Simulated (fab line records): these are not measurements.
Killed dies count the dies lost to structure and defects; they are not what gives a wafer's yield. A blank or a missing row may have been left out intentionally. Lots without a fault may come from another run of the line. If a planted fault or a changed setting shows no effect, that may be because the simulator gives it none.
Comparing a struck lot with a sound one || flow rit_cmos || 16 steps out of a route of 202
Sound: wafers L105.2, L105.3, L105.5. The struck wafers were L112.2, L112.5, L112.6. The cause is named last.
Each step with rows lists, per side, the tool, then ch with its chambers, then its first start. Under that, the readings that differ: sound wafers || struck wafers || difference of the means || sigmas: that difference in standard deviations of wafers without a fault.
alike: a reading whose means differ by less than 2 such deviations, as well as words and numbers matching on both sides. not compared: withheld readings; readings where some wafer has no value; bounds like >300 that might hide an equal value; numbers whose values overlap and for which the record gives no deviation.
Wherever a step has rows on one side only, a row that says differs or no value, or a row with sigmas, the two part there. Numbers that don't overlap but have no deviation are shown without sigmas and don't part them. A reading missing from all wafers of one side parts the sides only when that side holds two or more wafers.

first, 4 steps without rows for these wafers: RIT_ACTIVE_SOFTBAKE_07 (time 60 s); RIT_ACTIVE_EXPOSE_08 (exposes mask M1, target cd 1400 nm); RIT_ACTIVE_PEB_09; RIT_ACTIVE_DEVELOP_10 (develop time 50 s).
RIT_ACTIVE_CD_MEAS_11: target cd 1400 nm.
  sound on cd_sem-02 at day 2 20:28; struck on cd_sem-01 at day 4 07:35
  alike: cd_nm
then, 1 step without rows for these wafers: RIT_ACTIVE_HARDBAKE_12 (time 60 s).
RIT_ACTIVE_ETCH_13: etches Si3N4 in SF6, stops on SiO2, time 210 s, target depth 210 nm.
  sound on rie_diel-03 ch 0,1, day 2 20:43; struck on rie_diel-03 ch 0,3, day 4 07:50
  alike: drypump_motor_current_A, oes_product_au, throttle_valve_pct
  not compared: rf_hours_counter_h
RIT_ACTIVE_STRIP_14: strips in O2, time 180 s.
  sound on plasma_asher-03 ch 0,1, day 2 20:50; struck on plasma_asher-01 ch 0,1, day 4 07:58
  alike: drypump_motor_current_A
  not compared: rf_hours_counter_h
RIT_ACTIVE_CD_MEAS_90: target cd 1400 nm.
  sound on cd_sem-02 at day 2 21:02; struck on cd_sem-01 at day 4 08:10
{"reading": "cd_nm (nm)", "sound": "1399.2 1402.1 1400.8", "struck": "1396.8 1395.8 1395.9", "difference": -4.5, "sigmas": -2}
then, 3 steps without rows for these wafers: RIT_ACTIVE_CLEAN_15 (cleans in SC1, time 600 s); RIT_ACTIVE_CLEAN_16 (cleans in dHF, time 29.33 s); RIT_ACTIVE_CLEAN_17 (cleans in SC2, time 600 s).
RIT_FOX1_OXIDATION_00: target thk 350.7 nm, ox time 1130 s.
  sound on furnace-01 ch 0, day 2 22:10; struck on furnace-02 ch 0, day 4 08:46
{"reading": "ox_time_s (s)", "sound": "1130 1130 1130", "struck": "1638.5 1638.5 1638.5", "difference": "+508.5", "sigmas": ""}
{"reading": "zone_power_source_pct (%)", "sound": "49 50 50", "struck": "42 42 41", "difference": -8, "sigmas": -2}
{"reading": "model.SiO2_of_FOX1_OXIDATION_00.thk_nm (nm)", "sound": "353.7 360.3 356.3", "struck": "429.1 425.1 423.6", "difference": "+69.2", "sigmas": ""}
RIT_FOX1_THK_MEAS_01:
  sound on film_metro-02 at day 2 23:30; struck on film_metro-01 at day 4 10:05
{"reading": "FOX1_OXIDE_THK (nm)", "sound": "354 360 356", "struck": "429 425 424", "difference": "+69", "sigmas": "+9"}
then, 1 step without rows for these wafers: RIT_FOX1_WET_ETCH_02 (etches SiO2 in BOE, target depth 350 nm, time 390 s).
RIT_M1_PROBE_99:
  sound on prober-01 at day 4 14:41; struck on prober-02 at day 6 03:13
{"reading": "model.etest.nldd.width_nm (nm)", "sound": "3159 3124 3165", "struck": "3100 3099 3104", "difference": -48, "sigmas": ""}
{"reading": "model.etest.pldd.width_nm (nm)", "sound": "3143 3140 3148", "struck": "3105 3095 3094", "difference": -46, "sigmas": ""}
{"reading": "model.etest.nplus_sal.width_nm (nm)", "sound": "3418 3428 3444", "struck": "3387 3376 3368", "difference": -53, "sigmas": ""}
{"reading": "model.etest.pplus_sal.width_nm (nm)", "sound": "3413 3442 3456", "struck": "3386 3364 3373", "difference": -63, "sigmas": ""}
{"reading": "model.etest.nmos_narrow.drive_ua_um", "sound": "217.7 222.2 219.9", "struck": "204.9 202.7 200.5", "difference": -17.2, "sigmas": ""}
{"reading": "model.etest.pmos_narrow.drive_ua_um", "sound": "99.95 102.7 102", "struck": "90.1 90.4 88.49", "difference": -11.9, "sigmas": ""}
{"reading": "model.etest.field_p_metal.vt_v (V)", "sound": "-28.69 -28.88 -28.39", "struck": "-27.68 -27.84 -28.09", "difference": "+0.78", "sigmas": ""}
{"reading": "model.etest.poly_comb_over_steps.leak_log10_a_um", "sound": "-12.7 -12.7 -12.86", "struck": "-12.52 -11.63 -12.09", "difference": "+0.67", "sigmas": ""}
  alike: killed_at_M0_to_M3, killed_at_front_end, killed_dies, killed_open, killed_short

WHERE THEY PART
At RIT_ACTIVE_CD_MEAS_90 first; at RIT_FOX1_THK_MEAS_01 last (within this record only). Later steps at which nothing parts them and some readings are alike: RIT_M1_PROBE_99.

WHY: whatever the simulator had introduced
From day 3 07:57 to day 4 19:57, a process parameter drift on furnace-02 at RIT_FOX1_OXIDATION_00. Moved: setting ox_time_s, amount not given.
